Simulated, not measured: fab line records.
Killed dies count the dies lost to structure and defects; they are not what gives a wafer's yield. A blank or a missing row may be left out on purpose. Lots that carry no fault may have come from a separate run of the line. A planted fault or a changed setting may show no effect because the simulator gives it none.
A single fault, viewed from 2 desks :: flow berkeley_cmos170 :: each desk holds nothing but its own numbers, with what lay behind them at the end

AT THE METROLOGY DESK
Lot by lot, what the gauges showed, no matter which tool ran the lot: averages of those sampled wafers that carry a number. If a lot's mean is further than 4 standard deviations from the usual mean, the lot is out of limits and carries the mark OUT (the distance appears in the brackets).
Columns: A = M2_AL_THK at UCB170_M2_THK_MEAS_03, usual 925 nm; B = M3_AL_RS at UCB170_M3_RS_MEAS_02, usual 0.0323 ohm/sq; C = M3_AL_THK at UCB170_M3_THK_MEAS_03, usual 920 nm
lot: L733
first seen here: day 7 08:06
A: 910
B: 0.0319
C: 920

lot: L734
first seen here: day 8 02:52
A: 907
B: 0.0322
C: 923

lot: L735
first seen here: day 8 08:10
A: 913
B: 0.0320
C: 927

lot: L737
first seen here: day 8 11:51
A: 926
B: 0.0322
C: 922

lot: L738
first seen here: day 9 06:26
A: 928
B: 0.0325
C: 912

lot: L740
first seen here: day 9 13:59
A: 939
B: 0.0329
C: 907

lot: L741
first seen here: day 9 14:17
A: 917
B: 0.0321
C: 931

lot: L744
first seen here: day 10 08:22
A: 923
B: 0.0327
C: 914

lot: L747
first seen here: day 10 19:38
A: 934
B: 0.0310
C: 950

lot: L749
first seen here: day 11 08:31
A: 924
B: 0.0327
C: 914

lot: L750
first seen here: day 11 09:40
A: 943
B: 0.0310
C: 961

lot: L752
first seen here: day 11 17:19
A: 931
B: 0.0325
C: 919

lot: L754
first seen here: day 12 01:14
A: 910
B: 0.0320
C: 933

lot: L753
first seen here: day 12 01:32
A: 926
B: 0.0321
C: 928
Result from this desk: across the 14 lots, nothing is out of limits.

THE TOOL OWNER'S DESK: pvd_sputter-04
The tool's own readings at UCB170_M3_SPUTTER_01 (material Al, target thk 900 nm, time 120 s): means of the sampled wafers that have a number, for each lot that ran on this tool. If a lot's mean is further than 4 standard deviations from the usual mean, the lot is out of limits and carries the mark OUT (the distance appears in the brackets).
Columns: A = chamber_pressure_pa at UCB170_M3_SPUTTER_01, usual 0.5000 Pa; B = throttle_valve_pct at UCB170_M3_SPUTTER_01, usual 30.9 %
lot: L734
first seen here: day 8 08:40
A: 0.5001
B: 30.8

lot: L737
first seen here: day 8 19:37
A: 0.4995
B: 30.2

lot: L741
first seen here: day 9 19:56
A: 0.5002
B: 30.4

lot: L747
first seen here: day 11 00:46
A: 0.4530 (-47) OUT
B: 32.7

lot: L750
first seen here: day 11 15:11
A: 0.4529 (-48) OUT
B: 33.3
This desk finds L747, L750 out of limits, L747 being first, at day 11 00:46 (chamber_pressure_pa at UCB170_M3_SPUTTER_01). L734, L737, L741: within limits.

ALL TOGETHER
On L747, L750, at day 11 00:46, an alarm was possible from the tool owner's desk.
Nothing out of limits was seen by the metrology desk.
The metrology desk holds a record of L747, L750, inside its limits.
The lots listed all ran UCB170_M3_SPUTTER_01 on pvd_sputter-04.

WHAT THE SIMULATOR HAD INSERTED
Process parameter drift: pvd_sputter-04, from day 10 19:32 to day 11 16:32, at UCB170_M3_SPUTTER_01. Setting chamber_pressure_pa shifted by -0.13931 from 0.5. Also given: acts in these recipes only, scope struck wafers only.
Lots struck among those shown: L747, L750.
Delay in hours, fault start to first out-of-limits reading, by desk: the tool owner's desk at 5.
